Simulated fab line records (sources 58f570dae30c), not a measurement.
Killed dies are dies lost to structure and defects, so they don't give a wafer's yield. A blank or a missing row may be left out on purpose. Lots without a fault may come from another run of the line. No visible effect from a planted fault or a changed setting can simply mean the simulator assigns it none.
Which tool is to blame? / flow berkeley-cmos170 / 7 lots, 21 wafers sampled, at 1 step of a route of 331

## WHAT THE GAUGES SHOWED, per wafer
UCB170_SDANNEAL_RS_MEAS_03: a four-point-probe measurement.
lot=L381; measured=day 8 05:16; on=film-metro-01; NSD_RS (ohm/sq)=37.71 37.67 37.70
lot=L384; measured=day 8 22:17; on=film-metro-04; NSD_RS (ohm/sq)=37.68 37.64 37.56
lot=L389; measured=day 10 13:52; on=film-metro-01; NSD_RS (ohm/sq)=37.63 37.71 37.70
lot=L392; measured=day 10 14:28; on=film-metro-03; NSD_RS (ohm/sq)=37.56 37.47 37.52
lot=L396; measured=day 11 16:11; on=film-metro-01; NSD_RS (ohm/sq)=37.64 37.54 37.68
lot=L402; measured=day 12 22:49; on=film-metro-03; NSD_RS (ohm/sq)=37.63 37.47 37.66
lot=L403; measured=day 14 01:59; on=film-metro-01; NSD_RS (ohm/sq)=37.72 37.67 37.66

## EACH LOT AND THE TOOL THAT RAN IT (in order: tool; ch and the chambers of the sampled wafers; start)
Record: no process step prior to these readings.

## THE ANSWER, worked out from the rows above alone
Rule: the lots themselves supply what counts as usual. The widest of any qualifying gaps counts: lots, ordered by their means at a reading, are off when they make up no more than a third of the lots, leave a main group of 4 or more, and stand apart from it by 3 or more times the standard deviation of that group's means. A main group whose means are all the same, to the digits that the tables above print for the reading, isn't used. Also off: a lot with no number at a reading for which 4 or more lots have one. All remaining lots with rows at the step are treated as sound.
Nothing can be told from this: no lot is off at any reading shown.

## WHAT THE SIMULATOR HAD INSERTED
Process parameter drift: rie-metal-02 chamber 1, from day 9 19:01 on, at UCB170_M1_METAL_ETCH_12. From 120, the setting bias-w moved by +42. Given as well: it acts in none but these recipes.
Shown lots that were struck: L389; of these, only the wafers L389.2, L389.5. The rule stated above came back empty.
